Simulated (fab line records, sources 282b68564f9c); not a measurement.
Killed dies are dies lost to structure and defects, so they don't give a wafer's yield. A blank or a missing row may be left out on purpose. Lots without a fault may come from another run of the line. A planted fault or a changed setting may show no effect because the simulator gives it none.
One fault seen from 2 desks | flow rit_cmos | each desk has only its own numbers; what lay behind them comes last

THE METROLOGY DESK
What the gauges read, lot by lot, whatever tool the lot ran on: means of the sampled wafers that have a number. A lot is out of limits, marked OUT, if its mean lies more than 4 standard deviations from the usual mean; the brackets give that distance.
Columns: A = PWELL_RS at RIT_WELLDRIVE_RS_MEAS_02, usual 429.8 ohm/sq; B = GATE_OVL at RIT_GATE_OVL_MEAS_17, usual 0.5 nm; C = NLDD_RS at RIT_SDANNEAL_RS_MEAS_07, usual 151.7 ohm/sq
lot  | first seen here | A     | B    | C
L705 | day 2 04:31     | 430.7 | 0.7  | 151.6
L706 | day 2 09:31     | 430.1 | 0.6  | 151.3
L707 | day 2 13:35     | 429.1 | 2.5  | 151.9
L708 | day 2 19:08     | 430.9 | 0.3  | 151.7
L709 | day 3 00:57     | 430.9 | 1.3  | 151.6
L710 | day 3 07:14     | 428.6 | 3.1  | 151.8
L717 | day 4 21:03     | 428.9 | -0.8 | 152.3
L718 | day 5 00:07     | 430.4 | 2.6  | 151.8
L720 | day 5 08:57     | 428.4 | 1.9  | 151.4
L722 | day 5 16:50     | 430.4 | -0.2 | 152.1
L724 | day 6 03:34     | 429.5 | 0.7  | 151.8
L726 | day 6 12:55     | 428.6 | -1.0 | 151.5
L728 | day 6 23:20     | 430.6 | -0.2 | 151.7
This desk's finding: nothing out of limits on any of the 13 lots.

THE TOOL OWNER'S DESK: rie_si-02
The tool's own readings at RIT_GATE_ETCH_19 (etches poly-Si in SF6/CHF3/O2, stops on SiO2, time 165 s, target depth 312.5 nm): means of the sampled wafers that have a number, for each lot that ran on this tool. A lot is out of limits, marked OUT, if its mean lies more than 4 standard deviations from the usual mean; the brackets give that distance.
Columns: A = drypump_motor_current_A at RIT_GATE_ETCH_19, usual 5.4 A; B = oes_product_au at RIT_GATE_ETCH_19, usual 0.837 a.u.; C = run_length_s at RIT_GATE_ETCH_19, usual 193.2 s; D = throttle_valve_pct at RIT_GATE_ETCH_19, usual 10.21 %
lot  | first seen here | A   | B               | C                       | D
L705 | day 2 13:14     | 5.3 | 0.830           | 192.7                   | 10.18
L707 | day 2 21:51     | 5.7 | 0.847           | 193.4                   | 10.08
L709 | day 3 09:07     | 5.7 | 0.841           | 193.3                   | 10.08
L717 | day 5 05:58     | 5.7 | 0.644 (-15) OUT | 276.6 (+99 or more) OUT | 10.08
L718 | day 5 12:16     | 5.5 | 0.648 (-15) OUT | 276.5 (+99 or more) OUT | 10.19
This desk's finding: out of limits on L717, L718; first on L717, day 5 05:58 (oes_product_au at RIT_GATE_ETCH_19). In limits: L705, L707, L709.

PUT TOGETHER
The tool owner's desk could have raised an alarm at day 5 05:58, on L717, L718.
The metrology desk saw nothing out of limits.
The metrology desk has L717, L718 on record, within its limits.
Of the lots named, all ran RIT_GATE_ETCH_19 on rie_si-02.

WHAT THE SIMULATOR HAD PUT IN
Process parameter drift: rie_si-02, from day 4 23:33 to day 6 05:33, at RIT_GATE_ETCH_19. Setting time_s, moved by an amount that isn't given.
Lots struck among those shown: L717, L718.
Hours from the fault's start to each desk's first reading out of limits: the tool owner's desk, 6.
